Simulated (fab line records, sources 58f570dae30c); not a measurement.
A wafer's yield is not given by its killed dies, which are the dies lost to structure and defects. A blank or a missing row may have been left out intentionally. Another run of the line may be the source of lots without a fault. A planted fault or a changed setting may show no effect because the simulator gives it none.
Struck lot and sound lot, side by side + flow berkeley_cmos170 + 17 steps out of a route of 331
Sound: these wafers, L933.1, L933.3, L933.4. Wafers L941.4, L941.5, L941.6 were the ones struck. At the end, the cause is stated.
For every step that has rows: the tool of each side, followed by ch and its chambers, followed by its first start. Under that, the readings that differ: sound wafers + struck wafers + difference of the means + sigmas: that difference in standard deviations of wafers without a fault.
alike: words and numbers the same on both sides, and readings whose means are apart by under 2 such deviations; not compared: readings that were withheld, readings missing a value for some wafer, numbers with overlapping values and no deviation given by the record, and bounds like >300 which may hide the same value.
A row with sigmas, a row that says differs or no value, or rows on one side alone: a step with any of these is where the two part. When numbers do not overlap yet have no deviation, they are printed without sigmas and do not part them. A reading missing from all wafers of one side parts the sides only when that side holds two or more wafers.

first, 5 steps without rows for these wafers: UCB170_NLDD_COAT_01 (resist thk 900 nm); UCB170_NLDD_SOFTBAKE_02 (time 60 s); UCB170_NLDD_EXPOSE_03 (exposes mask NSELECT, target cd 1200 nm); UCB170_NLDD_PEB_04; UCB170_NLDD_DEVELOP_05 (develop time 45 s).
UCB170_NLDD_CD_MEAS_06: target cd 1200 nm.
  struck on cd_sem-01, day 11 14:25; sound on cd_sem-02, day 9 22:32
  alike: cd_nm
UCB170_NLDD_OVL_MEAS_07:
  struck on overlay-01, day 11 14:30; sound on overlay-02, day 9 22:40
  alike: NLDD_OVL
then, 2 steps without rows for these wafers: UCB170_NLDD_IMPLANT_08; UCB170_NLDD_IMPLANT_09.
UCB170_NLDD_STRIP_10: strips in O2.
  sound on plasma_asher-04 ch 0,1, day 9 22:59; struck on plasma_asher-01 ch 0,1, day 11 14:51
| reading                      | sound             | struck            | difference | sigmas |
|------------------------------|-------------------|-------------------|------------|--------|
| strip_time_to_endpoint_s (s) | 21.57 21.56 21.54 | 21.64 21.70 21.80 | +0.16      | +2     |
  alike: drypump_motor_current_A, oes_product_au
  not compared: rf_hours_counter_h
UCB170_NLDD_TW_MEAS_11:
  struck on film_metro-03, day 11 14:57; sound on film_metro-02, day 9 23:05
  alike: NLDD_TW
then, 1 step without rows for these wafers: UCB170_NLDD_CLEAN_12 (cleans in SPM, time 600 s).
UCB170_SPACER_CVD_00: deposits SiO2 from TEOS/O2, target thk 376 nm, time 47 s.
  sound on pecvd-03 ch 0,1, day 9 23:20; struck on pecvd-02 ch 0,1,2, day 11 15:19
| reading                                 | sound             | struck            | difference | sigmas |
|-----------------------------------------|-------------------|-------------------|------------|--------|
| model.SiO2_of_SPACER_CVD_00.thk_nm (nm) | 372.4 374.6 378.7 | 399.2 392.3 393.7 | +19.8      |        |
  alike: heater_power_w
  not compared: since_wet_clean_h
UCB170_SPACER_THK_MEAS_01:
  struck on film_metro-03, day 11 15:36; sound on film_metro-04, day 9 23:22
| reading              | sound       | struck      | difference | sigmas |
|----------------------|-------------|-------------|------------|--------|
| SPACER_TEOS_THK (nm) | 372 375 379 | 399 392 394 | +20        | +4     |
  not compared: hold
UCB170_SPACER_ETCHBACK_03: etches SiO2 in CHF3/CF4/Ar, stops on Si, target depth 376 nm, time 100 s.
  sound on rie_diel-04 ch 0,1,3, day 10 06:17; struck on rie_diel-04 ch 1,2,3, day 11 19:10
| reading                  | sound             | struck            | difference                    | sigmas |
|--------------------------|-------------------|-------------------|-------------------------------|--------|
| oes_product_au (a.u.)    | 0.891 0.887 0.882 | 0.917 0.942 0.925 | +0.041                        | +3     |
| rf_hours_counter_h (h)   | 139 114 6         | - - -             | no value on the struck wafers |        |
| model.etch.depth_nm (nm) | 372.4 374.6 378.7 | 399.2 392.3 393.7 | +19.8                         |        |
  alike: drypump_motor_current_A, throttle_valve_pct
then, 1 step without rows for these wafers: UCB170_PSD_HMDS_00 (prime time 60 s).
UCB170_M3_PROBE_99:
  the record has rows for the struck wafers here (prober-02, day 13 02:13) and none for the sound ones

## WHERE THEY PART
Last at UCB170_M3_PROBE_99 as far as this record goes, first at UCB170_NLDD_STRIP_10.

WHY: whatever the simulator had introduced
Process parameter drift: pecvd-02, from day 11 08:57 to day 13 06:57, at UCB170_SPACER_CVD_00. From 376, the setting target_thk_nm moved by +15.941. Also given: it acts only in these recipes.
